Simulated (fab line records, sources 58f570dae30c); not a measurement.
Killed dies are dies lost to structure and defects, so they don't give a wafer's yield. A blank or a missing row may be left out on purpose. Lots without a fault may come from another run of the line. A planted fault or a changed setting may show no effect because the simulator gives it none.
A struck lot beside a sound one | flow berkeley_cmos170 | 22 steps out of a route of 331
Sound: wafers L827.1, L827.3, L827.4. Struck: wafers L835.1, L835.2, L835.3. The cause comes at the end.
At each step with rows: each side's tool, then ch and its chambers, then its first start. Under that, the readings that differ: sound wafers | struck wafers | difference of the means | sigmas: that difference in standard deviations of wafers without a fault.
alike: readings whose means differ by less than 2 such deviations, and words and numbers that are the same on both sides. not compared: withheld readings, readings that some wafer has no value for, bounds like >300 that may hide the same value, and numbers for which the record gives no deviation and whose values overlap.
The two part at a step that has a row with sigmas, a row that says differs or no value, or rows on one side only. Numbers that don't overlap but have no deviation are shown without sigmas and don't part them. A reading that every wafer of one side lacks parts them only if that side has two wafers or more.

first, 6 steps without rows for these wafers: UCB170_ZERO_HMDS_00 (prime time 60 s); UCB170_ZERO_COAT_01 (resist thk 900 nm); UCB170_ZERO_SOFTBAKE_02 (time 60 s); UCB170_ZERO_EXPOSE_03 (exposes mask PM MARKS, target cd 4000 nm); UCB170_ZERO_PEB_04; UCB170_ZERO_DEVELOP_05 (develop time 45 s).
UCB170_ZERO_ETCH_06: etches SiO2 in CHF3/CF4/Ar, time 12 s.
  sound on rie_diel-01 ch 1,2,3, day 2 04:19; struck on rie_diel-04 ch 1,2,3, day 3 15:23
  alike: CHF3_flow_sccm, drypump_motor_current_A, oes_product_au, throttle_valve_pct
  not compared: rf_hours_counter_h
UCB170_ZERO_STRIP_07: strips in O2.
  sound on plasma_asher-02 ch 0,1, day 2 04:20; struck on plasma_asher-02 ch 0,1, day 3 15:25
  alike: drypump_motor_current_A, oes_product_au, strip_time_to_endpoint_s
  not compared: rf_hours_counter_h
then, 2 steps without rows for these wafers: UCB170_NWELL_WET_ETCH_00 (etches SiO2 in dHF, time 200 s); UCB170_NWELL_OXIDATION_01 (target thk 26.4 nm, ox time 1260 s).
UCB170_NWELL_THK_MEAS_02:
  sound on film_metro-02, day 2 10:05; struck on film_metro-01, day 3 19:24
  alike: NWELL_OXIDE_THK
then, 1 step without rows for these wafers: UCB170_NWELL_ANNEAL_03 (time 900 s).
UCB170_NWELL_CVD_04: deposits Si3N4 from SiH2Cl2/NH3, target thk 224 nm, time 3360 s.
  sound on lpcvd-01 ch 1, day 2 15:11; struck on lpcvd-02 ch 0, day 3 22:28
  reading                                 | sound             | struck               | difference | sigmas
  nh3_flow_sccm (sccm)                    | 75.23 75.04 74.75 | 112.63 112.37 112.67 | +37.55     | +99 or more
  zone_power_load_pct (%)                 | 16 16 16          | 24 25 24             | +8         | +2
  model.Si3N4_of_NWELL_CVD_04.thk_nm (nm) | 227.6 224.7 225.9 | 308.7 311 309.8      | +83.8      |
  alike: sih2cl2_flow_sccm, spike_tc_centre_C, zone_power_centre_pct
UCB170_NWELL_THK_MEAS_05:
  sound on film_metro-02, day 2 17:07; struck on film_metro-02, day 4 00:39
  reading                | sound             | struck            | difference | sigmas
  NWELL_NITRIDE_THK (nm) | 227.5 224.6 225.9 | 308.5 310.9 309.8 | +83.7      | +36
  not compared: hold
then, 5 steps without rows for these wafers: UCB170_NWELL_COAT_07 (resist thk 900 nm); UCB170_NWELL_SOFTBAKE_08 (time 60 s); UCB170_NWELL_EXPOSE_09 (exposes mask NWELL, target cd 3000 nm); UCB170_NWELL_PEB_10; UCB170_NWELL_DEVELOP_11 (develop time 45 s).
UCB170_NWELL_OVL_MEAS_12:
  sound on overlay-02, day 2 18:03; struck on overlay-02, day 4 06:59
  alike: NWELL_OVL
UCB170_NWELL_ETCH_13: etches Si3N4 in CH3F/Ar/O2, stops on SiO2, target depth 246.4 nm, time 154 s.
  sound on rie_diel-01 ch 1,2,3, day 2 18:05; struck on rie_diel-02 ch 1,2,3, day 4 07:01
  reading                  | sound             | struck            | difference | sigmas
  oes_product_au (a.u.)    | 0.956 0.932 0.944 | 0.996 1.011 0.985 | +0.053     | +4
  model.etch.depth_nm (nm) | 227.6 224.7 225.9 | 239.3 249.2 245.3 | +18.5      |
  alike: drypump_motor_current_A, throttle_valve_pct
  not compared: rf_hours_counter_h
then, 1 step without rows for these wafers: UCB170_NWELL_IMPLANT_14.

WHERE THEY PART
First at UCB170_NWELL_CVD_04; last, within this record, at UCB170_NWELL_ETCH_13.

WHY: what the simulator had put in
Process parameter drift: lpcvd-02, from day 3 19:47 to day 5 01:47, at UCB170_NWELL_CVD_04. Setting nh3_flow_sccm, moved by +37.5, from 75. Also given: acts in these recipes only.
